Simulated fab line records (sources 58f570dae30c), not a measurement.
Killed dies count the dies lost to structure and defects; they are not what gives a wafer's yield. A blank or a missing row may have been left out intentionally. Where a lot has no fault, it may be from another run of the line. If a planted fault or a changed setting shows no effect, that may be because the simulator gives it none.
Shared-tool check -- flow berkeley cmos170 -- 13 lots and 39 wafers in the sample

## REASON IT WAS OPENED
On 1 of the 13 lots, a flag is raised at UCB170_ACTIVE_CD_MEAS_13 on the reading cd nm. No-fault wafers: 1199.9 nm, standard deviation 1.3.
Rule: a lot is flagged in two cases, either no wafer of it has a number, or all its wafers with numbers fall more than 4 standard deviations from that mean. All remaining lots are regarded as sound.

lot,measured,on,"cd nm (nm), wafer by wafer",flag
L542,day 4 01:22,cd sem-01,1199.7 1200.4 1200.0,
L546,day 5 08:07,cd sem-02,1200.5 1201.1 1199.8,
L548,day 5 12:37,cd sem-02,1284.8 1284.8 1284.1,FLAGGED
L554,day 6 01:05,cd sem-02,1202.5 1201.0 1202.5,
L556,day 7 01:32,cd sem-02,1198.2 1196.2 1198.8,
L558,day 7 07:27,cd sem-02,1200.4 1202.2 1202.4,
L557,day 7 08:02,cd sem-02,1198.7 1199.3 1199.9,
L559,day 7 16:01,cd sem-02,1200.4 1200.2 1202.0,
L561,day 7 20:56,cd sem-01,1200.8 1200.6 1200.5,
L560,day 7 21:02,cd sem-02,1201.0 1199.6 1199.9,
L562,day 8 01:25,cd sem-02,1200.5 1200.5 1200.3,
L563,day 8 15:48,cd sem-02,1200.0 1202.0 1202.2,
L565,day 8 15:55,cd sem-01,1198.1 1199.7 1199.7,
The mean of the flagged lots' numbers is 1284.6 nm, +84.7 nm from the usual (+65 standard deviations).

## EACH LOT AND THE TOOL IT RAN ON
The record holds 1 process step before the reading, out of a route of 331 steps. Every cell lists first the tool, next ch and the chambers used by the sampled wafers, and last the start.
lot,flag,UCB170_ACTIVE_EXPOSE_10
L542,,"krf scanner-01 ch 0, day 4 00:07"
L546,,"krf scanner-01 ch 0, day 5 07:01"
L548,FLAGGED,"krf scanner-02 ch 0, day 5 12:02"
L554,,"krf scanner-02 ch 0, day 6 00:35"
L556,,"krf scanner-01 ch 0, day 7 01:09"
L558,,"krf scanner-01 ch 0, day 7 07:03"
L557,,"krf scanner-02 ch 0, day 7 07:20"
L559,,"krf scanner-02 ch 0, day 7 15:32"
L561,,"krf scanner-02 ch 0, day 7 20:08"
L560,,"krf scanner-01 ch 0, day 7 20:23"
L562,,"krf scanner-02 ch 0, day 8 01:02"
L563,,"krf scanner-01 ch 0, day 8 15:16"
L565,,"krf scanner-01 ch 0, day 8 15:25"
What these steps do:
- UCB170_ACTIVE_EXPOSE_10: exposes mask ACTIVE, target cd 1200 nm.
- UCB170_ACTIVE_CD_MEAS_13: target cd 1200 nm.

## FLAGGED AGAINST TOTAL, ONE TOOL AT A TIME (gauges that did the reading follow at the end)
step,tool,lots run,flagged,share of the flagged lots,sound lots run after its first flagged lot
UCB170_ACTIVE_EXPOSE_10,krf scanner-01,7,0,none,-
UCB170_ACTIVE_EXPOSE_10,krf scanner-02,6,1,all,"5 (L554,L557,L559,L561,L562)"
UCB170_ACTIVE_CD_MEAS_13,cd sem-01,3,0,none,-
UCB170_ACTIVE_CD_MEAS_13,cd sem-02,10,1,all,"8 (L554,L556,L558,L557,L559,L560,L562,L563)"

## WHAT IS ALLOWED BY THE TABLE
Every flagged lot went through 2 rows of the table: krf scanner-02 at UCB170_ACTIVE_EXPOSE_10 and cd sem-02 at UCB170_ACTIVE_CD_MEAS_13.
- krf scanner-02 at UCB170_ACTIVE_EXPOSE_10 ran 6 lots, 1 of them flagged. Sound lots ran on it after the first flagged one (L554, L557, L559, L561, L562), which a lasting fault on the whole tool wouldn't allow.
- cd sem-02 at UCB170_ACTIVE_CD_MEAS_13 ran 10 lots, 1 of them flagged. Sound lots ran on it after the first flagged one (L554, L556, L558, L557, L559, L560, L562, L563), which a lasting fault on the whole tool wouldn't allow.
Not one row of the table ran every flagged lot while running no sound lot after the first.

## WHAT THE SIMULATOR PUT IN
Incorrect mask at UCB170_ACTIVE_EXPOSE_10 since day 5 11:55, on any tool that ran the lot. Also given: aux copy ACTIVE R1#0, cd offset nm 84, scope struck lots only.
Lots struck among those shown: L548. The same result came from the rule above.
